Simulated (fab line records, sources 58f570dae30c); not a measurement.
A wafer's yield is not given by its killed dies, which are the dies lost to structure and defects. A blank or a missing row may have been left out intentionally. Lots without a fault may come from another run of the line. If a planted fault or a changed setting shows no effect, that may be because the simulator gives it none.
Which of the tools did it? / flow berkeley-cmos170 / Sampling: 14 lots, 42 wafers, 7 of 331 route steps

WHAT THE GAUGES READ, wafer by wafer
UCB170_PSD_TW_MEAS_10.
lot=L241; measured=day 7 18:22; on=film-metro-02; PSD_TW=2377 2354 2356
lot=L242; measured=day 8 02:38; on=film-metro-03; PSD_TW=2287 2299 2298
lot=L243; measured=day 8 02:47; on=film-metro-01; PSD_TW=2320 2320 2321
lot=L244; measured=day 8 02:55; on=film-metro-01; PSD_TW=2332 2320 2323
lot=L246; measured=day 8 09:08; on=film-metro-03; PSD_TW=2286 2292 2302
lot=L245; measured=day 8 09:26; on=film-metro-03; PSD_TW=2293 2292 2299
lot=L251; measured=day 9 14:34; on=film-metro-03; PSD_TW=2304 2303 2312
lot=L253; measured=day 9 22:33; on=film-metro-01; PSD_TW=2086 2082 2086
lot=L254; measured=day 10 12:23; on=film-metro-01; PSD_TW=2319 2330 2322
lot=L255; measured=day 10 13:05; on=film-metro-02; PSD_TW=2121 2110 2105
lot=L256; measured=day 10 13:08; on=film-metro-03; PSD_TW=2277 2288 2279
lot=L260; measured=day 11 15:41; on=film-metro-03; PSD_TW=2301 2296 2285
lot=L258; measured=day 11 15:57; on=film-metro-03; PSD_TW=2304 2298 2293
lot=L262; measured=day 12 15:39; on=film-metro-01; PSD_TW=2312 2312 2310

UCB170_SDANNEAL_RS_MEAS_02: measurement is done with a four-point probe.
lot=L241; measured=day 7 21:05; on=film-metro-01; PSD_RS (ohm/sq)=75.1 75.2 75.3
lot=L242; measured=day 8 06:31; on=film-metro-03; PSD_RS (ohm/sq)=76.1 75.9 75.8
lot=L243; measured=day 8 07:35; on=film-metro-03; PSD_RS (ohm/sq)=75.6 75.3 75.6
lot=L244; measured=day 8 06:41; on=film-metro-02; PSD_RS (ohm/sq)=74.9 75.3 75.4
lot=L246; measured=day 8 16:21; on=film-metro-03; PSD_RS (ohm/sq)=75.9 76.0 75.5
lot=L245; measured=day 8 16:08; on=film-metro-01; PSD_RS (ohm/sq)=75.0 75.0 75.3
lot=L251; measured=day 9 18:40; on=film-metro-01; PSD_RS (ohm/sq)=74.9 74.8 74.6
lot=L253; measured=day 10 01:28; on=film-metro-03; PSD_RS (ohm/sq)=96.4 96.3 96.6
lot=L254; measured=day 10 18:26; on=film-metro-03; PSD_RS (ohm/sq)=75.4 75.7 75.7
lot=L255; measured=day 10 18:25; on=film-metro-02; PSD_RS (ohm/sq)=96.7 96.6 97.2
lot=L256; measured=day 10 18:34; on=film-metro-01; PSD_RS (ohm/sq)=75.5 75.7 75.8
lot=L260; measured=day 11 18:29; on=film-metro-02; PSD_RS (ohm/sq)=75.2 75.5 75.7
lot=L258; measured=day 11 19:20; on=film-metro-01; PSD_RS (ohm/sq)=75.6 75.6 75.7
lot=L262; measured=day 12 18:49; on=film-metro-02; PSD_RS (ohm/sq)=75.5 75.2 75.6

UCB170_V2_CD_MEAS_90: target cd 700 nm.
lot=L241; measured=day 8 15:02; on=cd-sem-01; cd-nm (nm)=702.0 700.6 701.0
lot=L242; measured=day 9 03:08; on=cd-sem-02; cd-nm (nm)=700.2 699.9 698.7
lot=L243; measured=day 9 07:05; on=cd-sem-01; cd-nm (nm)=700.6 700.8 701.0
lot=L244; measured=day 9 03:57; on=cd-sem-02; cd-nm (nm)=700.1 700.3 700.3
lot=L246; measured=day 9 12:22; on=cd-sem-01; cd-nm (nm)=699.4 699.4 699.9
lot=L245; measured=day 9 12:32; on=cd-sem-01; cd-nm (nm)=698.8 699.2 699.0
lot=L251; measured=day 10 11:25; on=cd-sem-01; cd-nm (nm)=701.8 702.4 701.6
lot=L253; measured=day 10 19:55; on=cd-sem-01; cd-nm (nm)=698.4 700.4 700.7
lot=L254; measured=day 11 11:49; on=cd-sem-02; cd-nm (nm)=698.6 699.4 699.1
lot=L255; measured=day 11 12:50; on=cd-sem-01; cd-nm (nm)=699.5 701.5 701.6
lot=L256; measured=day 11 14:29; on=cd-sem-02; cd-nm (nm)=699.5 697.3 696.9
lot=L260; measured=day 12 14:14; on=cd-sem-02; cd-nm (nm)=700.3 702.4 703.1
lot=L258; measured=day 12 16:47; on=cd-sem-02; cd-nm (nm)=701.1 701.1 701.8
lot=L262; measured=day 13 12:56; on=cd-sem-02; cd-nm (nm)=702.5 702.8 702.2

UCB170_M3_BOW_MEAS_20.
lot=L241; measured=day 8 18:34; on=film-metro-02; M3_BOW (um)=34 36 47
lot=L242; measured=day 9 06:21; on=film-metro-02; M3_BOW (um)=48 41 38
lot=L243; measured=day 9 11:07; on=film-metro-03; M3_BOW (um)=41 38 26
lot=L244; measured=day 9 07:07; on=film-metro-03; M3_BOW (um)=28 22 31
lot=L246; measured=day 9 15:56; on=film-metro-03; M3_BOW (um)=42 26 29
lot=L245; measured=day 9 17:18; on=film-metro-03; M3_BOW (um)=29 19 32
lot=L251; measured=day 10 14:51; on=film-metro-01; M3_BOW (um)=32 25 32
lot=L253; measured=day 10 22:58; on=film-metro-03; M3_BOW (um)=42 36 30
lot=L254; measured=day 11 14:46; on=film-metro-01; M3_BOW (um)=31 40 43
lot=L255; measured=day 11 15:46; on=film-metro-02; M3_BOW (um)=41 40 40
lot=L256; measured=day 11 17:16; on=film-metro-03; M3_BOW (um)=34 36 37
lot=L260; measured=day 12 17:42; on=film-metro-02; M3_BOW (um)=40 44 29
lot=L258; measured=day 12 19:34; on=film-metro-02; M3_BOW (um)=47 39 41
lot=L262; measured=day 13 15:55; on=film-metro-02; M3_BOW (um)=45 37 48

WHICH TOOL RAN EACH LOT (tool, then ch and the chambers of the sampled wafers, then the start)
lot=L241; UCB170_PSD_IMPLANT_08=implanter-01 ch 0, day 7 18:07; UCB170_PSD_STRIP_09=plasma-asher-02 ch 0,1, day 7 18:16; UCB170_CONTACT_STRIP_06=plasma-asher-04 ch 0,1, day 8 01:07
lot=L242; UCB170_PSD_IMPLANT_08=implanter-03 ch 0, day 8 02:25; UCB170_PSD_STRIP_09=plasma-asher-04 ch 0,1, day 8 02:33; UCB170_CONTACT_STRIP_06=plasma-asher-04 ch 0,1, day 8 11:02
lot=L243; UCB170_PSD_IMPLANT_08=implanter-01 ch 0, day 8 02:32; UCB170_PSD_STRIP_09=plasma-asher-02 ch 0,1, day 8 02:41; UCB170_CONTACT_STRIP_06=plasma-asher-04 ch 0,1, day 8 13:03
lot=L244; UCB170_PSD_IMPLANT_08=implanter-03 ch 0, day 8 02:41; UCB170_PSD_STRIP_09=plasma-asher-04 ch 0,1, day 8 02:49; UCB170_CONTACT_STRIP_06=plasma-asher-02 ch 0,1, day 8 11:04
lot=L246; UCB170_PSD_IMPLANT_08=implanter-03 ch 0, day 8 08:53; UCB170_PSD_STRIP_09=plasma-asher-01 ch 0,1, day 8 09:02; UCB170_CONTACT_STRIP_06=plasma-asher-02 ch 0,1, day 8 19:41
lot=L245; UCB170_PSD_IMPLANT_08=implanter-01 ch 0, day 8 09:13; UCB170_PSD_STRIP_09=plasma-asher-02 ch 0,1, day 8 09:21; UCB170_CONTACT_STRIP_06=plasma-asher-03 ch 0,1, day 8 20:22
lot=L251; UCB170_PSD_IMPLANT_08=implanter-02 ch 0, day 9 14:19; UCB170_PSD_STRIP_09=plasma-asher-01 ch 0,1, day 9 14:28; UCB170_CONTACT_STRIP_06=plasma-asher-02 ch 0,1, day 9 22:10
lot=L253; UCB170_PSD_IMPLANT_08=implanter-01 ch 0, day 9 22:18; UCB170_PSD_STRIP_09=plasma-asher-01 ch 0,1, day 9 22:25; UCB170_CONTACT_STRIP_06=plasma-asher-03 ch 0,1, day 10 04:46
lot=L254; UCB170_PSD_IMPLANT_08=implanter-02 ch 0, day 10 12:10; UCB170_PSD_STRIP_09=plasma-asher-04 ch 0,1, day 10 12:17; UCB170_CONTACT_STRIP_06=plasma-asher-04 ch 0,1, day 10 21:48
lot=L255; UCB170_PSD_IMPLANT_08=implanter-01 ch 0, day 10 12:52; UCB170_PSD_STRIP_09=plasma-asher-04 ch 0,1, day 10 12:59; UCB170_CONTACT_STRIP_06=plasma-asher-02 ch 0,1, day 10 22:10
lot=L256; UCB170_PSD_IMPLANT_08=implanter-03 ch 0, day 10 12:55; UCB170_PSD_STRIP_09=plasma-asher-01 ch 0,1, day 10 13:03; UCB170_CONTACT_STRIP_06=plasma-asher-04 ch 0,1, day 10 23:39
lot=L260; UCB170_PSD_IMPLANT_08=implanter-03 ch 0, day 11 15:29; UCB170_PSD_STRIP_09=plasma-asher-02 ch 0,1, day 11 15:35; UCB170_CONTACT_STRIP_06=plasma-asher-04 ch 0,1, day 11 22:41
lot=L258; UCB170_PSD_IMPLANT_08=implanter-02 ch 0, day 11 15:43; UCB170_PSD_STRIP_09=plasma-asher-01 ch 0,1, day 11 15:50; UCB170_CONTACT_STRIP_06=plasma-asher-03 ch 0,1, day 12 02:41
lot=L262; UCB170_PSD_IMPLANT_08=implanter-03 ch 0, day 12 15:25; UCB170_PSD_STRIP_09=plasma-asher-01 ch 0,1, day 12 15:32; UCB170_CONTACT_STRIP_06=plasma-asher-03 ch 0,1, day 12 23:50
- UCB170_PSD_IMPLANT_08
- UCB170_PSD_STRIP_09: strips in O2.
- UCB170_CONTACT_STRIP_06: strips in O2.

WHAT THE TOOLS THEMSELVES READ (means of the sampled wafers that have a number; where no wafer has one, the mark that the record gives instead)
UCB170_PSD_IMPLANT_08.
lot=L241; tool=implanter-01; dose-ions-cm2=3.000e+15; end-station-pressure-torr (Torr)=1.21e-05; faraday-current-uA=9305
lot=L242; tool=implanter-03; dose-ions-cm2=2.997e+15; end-station-pressure-torr (Torr)=1.30e-05; faraday-current-uA=9497
lot=L243; tool=implanter-01; dose-ions-cm2=2.996e+15; end-station-pressure-torr (Torr)=1.21e-05; faraday-current-uA=9228
lot=L244; tool=implanter-03; dose-ions-cm2=2.997e+15; end-station-pressure-torr (Torr)=1.24e-05; faraday-current-uA=9320
lot=L246; tool=implanter-03; dose-ions-cm2=2.997e+15; end-station-pressure-torr (Torr)=1.33e-05; faraday-current-uA=9115
lot=L245; tool=implanter-01; dose-ions-cm2=3.001e+15; end-station-pressure-torr (Torr)=1.26e-05; faraday-current-uA=9092
lot=L251; tool=implanter-02; dose-ions-cm2=2.999e+15; end-station-pressure-torr (Torr)=1.16e-05; faraday-current-uA=9330
lot=L253; tool=implanter-01; dose-ions-cm2=2.099e+15; end-station-pressure-torr (Torr)=1.01e-05; faraday-current-uA=6389
lot=L254; tool=implanter-02; dose-ions-cm2=3.001e+15; end-station-pressure-torr (Torr)=1.22e-05; faraday-current-uA=9102
lot=L255; tool=implanter-01; dose-ions-cm2=2.102e+15; end-station-pressure-torr (Torr)=1.03e-05; faraday-current-uA=6545
lot=L256; tool=implanter-03; dose-ions-cm2=2.999e+15; end-station-pressure-torr (Torr)=1.20e-05; faraday-current-uA=9078
lot=L260; tool=implanter-03; dose-ions-cm2=2.998e+15; end-station-pressure-torr (Torr)=1.23e-05; faraday-current-uA=9428
lot=L258; tool=implanter-02; dose-ions-cm2=2.997e+15; end-station-pressure-torr (Torr)=1.25e-05; faraday-current-uA=9162
lot=L262; tool=implanter-03; dose-ions-cm2=2.998e+15; end-station-pressure-torr (Torr)=1.32e-05; faraday-current-uA=9212

UCB170_PSD_STRIP_09.
lot=L241; tool=plasma-asher-02; chamber-pressure-mTorr (mTorr)=3499; drypump-motor-current-A (A)=5.5; oes-product-au (a.u.)=0.605; strip-time-to-endpoint-s (s)=29.34
lot=L242; tool=plasma-asher-04; chamber-pressure-mTorr (mTorr)=3500; drypump-motor-current-A (A)=6.4; oes-product-au (a.u.)=0.602; strip-time-to-endpoint-s (s)=29.36
lot=L243; tool=plasma-asher-02; chamber-pressure-mTorr (mTorr)=3502; drypump-motor-current-A (A)=5.1; oes-product-au (a.u.)=0.604; strip-time-to-endpoint-s (s)=29.43
lot=L244; tool=plasma-asher-04; chamber-pressure-mTorr (mTorr)=3501; drypump-motor-current-A (A)=6.4; oes-product-au (a.u.)=0.598; strip-time-to-endpoint-s (s)=29.45
lot=L246; tool=plasma-asher-01; chamber-pressure-mTorr (mTorr)=3500; drypump-motor-current-A (A)=6.2; oes-product-au (a.u.)=0.596; strip-time-to-endpoint-s (s)=29.36
lot=L245; tool=plasma-asher-02; chamber-pressure-mTorr (mTorr)=3501; drypump-motor-current-A (A)=5.5; oes-product-au (a.u.)=0.599; strip-time-to-endpoint-s (s)=29.45
lot=L251; tool=plasma-asher-01; chamber-pressure-mTorr (mTorr)=3499; drypump-motor-current-A (A)=6.2; oes-product-au (a.u.)=0.595; strip-time-to-endpoint-s (s)=29.50
lot=L253; tool=plasma-asher-01; chamber-pressure-mTorr (mTorr)=3501; drypump-motor-current-A (A)=5.8; oes-product-au (a.u.)=0.654; strip-time-to-endpoint-s (s)=25.74
lot=L254; tool=plasma-asher-04; chamber-pressure-mTorr (mTorr)=3501; drypump-motor-current-A (A)=6.5; oes-product-au (a.u.)=0.598; strip-time-to-endpoint-s (s)=29.40
lot=L255; tool=plasma-asher-04; chamber-pressure-mTorr (mTorr)=3500; drypump-motor-current-A (A)=6.4; oes-product-au (a.u.)=0.653; strip-time-to-endpoint-s (s)=25.83
lot=L256; tool=plasma-asher-01; chamber-pressure-mTorr (mTorr)=3498; drypump-motor-current-A (A)=5.8; oes-product-au (a.u.)=0.599; strip-time-to-endpoint-s (s)=29.33
lot=L260; tool=plasma-asher-02; chamber-pressure-mTorr (mTorr)=3501; drypump-motor-current-A (A)=5.1; oes-product-au (a.u.)=0.598; strip-time-to-endpoint-s (s)=29.49
lot=L258; tool=plasma-asher-01; chamber-pressure-mTorr (mTorr)=3500; drypump-motor-current-A (A)=5.7; oes-product-au (a.u.)=0.603; strip-time-to-endpoint-s (s)=29.40
lot=L262; tool=plasma-asher-01; chamber-pressure-mTorr (mTorr)=3501; drypump-motor-current-A (A)=6.2; oes-product-au (a.u.)=0.601; strip-time-to-endpoint-s (s)=29.44

UCB170_CONTACT_STRIP_06.
lot=L241; tool=plasma-asher-04; chamber-pressure-mTorr (mTorr)=3499; drypump-motor-current-A (A)=6.4; oes-product-au (a.u.)=0.730; strip-time-to-endpoint-s (s)=22.01
lot=L242; tool=plasma-asher-04; chamber-pressure-mTorr (mTorr)=3499; drypump-motor-current-A (A)=6.4; oes-product-au (a.u.)=0.733; strip-time-to-endpoint-s (s)=21.95
lot=L243; tool=plasma-asher-04; chamber-pressure-mTorr (mTorr)=3500; drypump-motor-current-A (A)=6.4; oes-product-au (a.u.)=0.739; strip-time-to-endpoint-s (s)=22.00
lot=L244; tool=plasma-asher-02; chamber-pressure-mTorr (mTorr)=3501; drypump-motor-current-A (A)=5.1; oes-product-au (a.u.)=0.735; strip-time-to-endpoint-s (s)=21.91
lot=L246; tool=plasma-asher-02; chamber-pressure-mTorr (mTorr)=3502; drypump-motor-current-A (A)=5.5; oes-product-au (a.u.)=0.731; strip-time-to-endpoint-s (s)=21.97
lot=L245; tool=plasma-asher-03; chamber-pressure-mTorr (mTorr)=3500; drypump-motor-current-A (A)=6.0; oes-product-au (a.u.)=0.734; strip-time-to-endpoint-s (s)=22.01
lot=L251; tool=plasma-asher-02; chamber-pressure-mTorr (mTorr)=3504; drypump-motor-current-A (A)=5.1; oes-product-au (a.u.)=0.732; strip-time-to-endpoint-s (s)=22.00
lot=L253; tool=plasma-asher-03; chamber-pressure-mTorr (mTorr)=3496; drypump-motor-current-A (A)=6.0; oes-product-au (a.u.)=0.735; strip-time-to-endpoint-s (s)=22.05
lot=L254; tool=plasma-asher-04; chamber-pressure-mTorr (mTorr)=3499; drypump-motor-current-A (A)=6.5; oes-product-au (a.u.)=0.729; strip-time-to-endpoint-s (s)=21.94
lot=L255; tool=plasma-asher-02; chamber-pressure-mTorr (mTorr)=3499; drypump-motor-current-A (A)=5.5; oes-product-au (a.u.)=0.731; strip-time-to-endpoint-s (s)=21.91
lot=L256; tool=plasma-asher-04; chamber-pressure-mTorr (mTorr)=3498; drypump-motor-current-A (A)=6.4; oes-product-au (a.u.)=0.730; strip-time-to-endpoint-s (s)=21.95
lot=L260; tool=plasma-asher-04; chamber-pressure-mTorr (mTorr)=3500; drypump-motor-current-A (A)=6.4; oes-product-au (a.u.)=0.738; strip-time-to-endpoint-s (s)=22.00
lot=L258; tool=plasma-asher-03; chamber-pressure-mTorr (mTorr)=3499; drypump-motor-current-A (A)=6.0; oes-product-au (a.u.)=0.733; strip-time-to-endpoint-s (s)=21.88
lot=L262; tool=plasma-asher-03; chamber-pressure-mTorr (mTorr)=3502; drypump-motor-current-A (A)=5.9; oes-product-au (a.u.)=0.735; strip-time-to-endpoint-s (s)=21.93

THE ANSWER, worked out from the rows above alone
Rule: what is usual is taken from the lots themselves. The widest of any qualifying gaps counts: lots, ordered by their means at a reading, are off when they make up no more than a third of the lots, leave a main group of 4 or more, and stand apart from it by 3 or more times the standard deviation of that group's means. Not used: any main group whose means are identical at the precision the tables above print for the reading. A lot without any number at a reading at which 4 lots or more have one is off too. All remaining lots with rows at the step are treated as sound. First the gauges in route order, then the tools' own readings, where a lot's mean is used as printed above. The first step at which some lot is off is used, and at that step the reading that is off furthest; a lot without a number counts as furthest.
Off: at UCB170_PSD_TW_MEAS_10 (PSD_TW), L253, L255. Mean 2309 and standard deviation 21 in the main group.
If a tool, at a process step before that reading, ran all the lots that are off and no sound lot after the first of them, it fits. Not tried: the gauges at UCB170_PSD_TW_MEAS_10; whatever is off there is also off at UCB170_PSD_IMPLANT_08, on other tools, and gauge error can't account for it. One fits: implanter-01 at UCB170_PSD_IMPLANT_08. Its last sound lot is L245 (day 8 09:13), its first lot that is off L253 (day 9 22:18): a fault that began between those two fits.
The tool's own readings at UCB170_PSD_IMPLANT_08 bear it out: on the lots that are off they differ by more than 5 times the standard deviation of the sound lots' means. dose-ions-cm2 reads 2.100e+15 there against 2.998e+15 on the sound lots; faraday-current-uA reads 6467 there against 9239 on the sound lots.

WHAT WAS PUT IN BY THE SIMULATOR
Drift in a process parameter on implanter-01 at UCB170_PSD_IMPLANT_08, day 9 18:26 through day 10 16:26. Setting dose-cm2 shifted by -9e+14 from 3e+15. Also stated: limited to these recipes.
Lots struck among those shown: L253, L255. The rule given above showed the same thing.
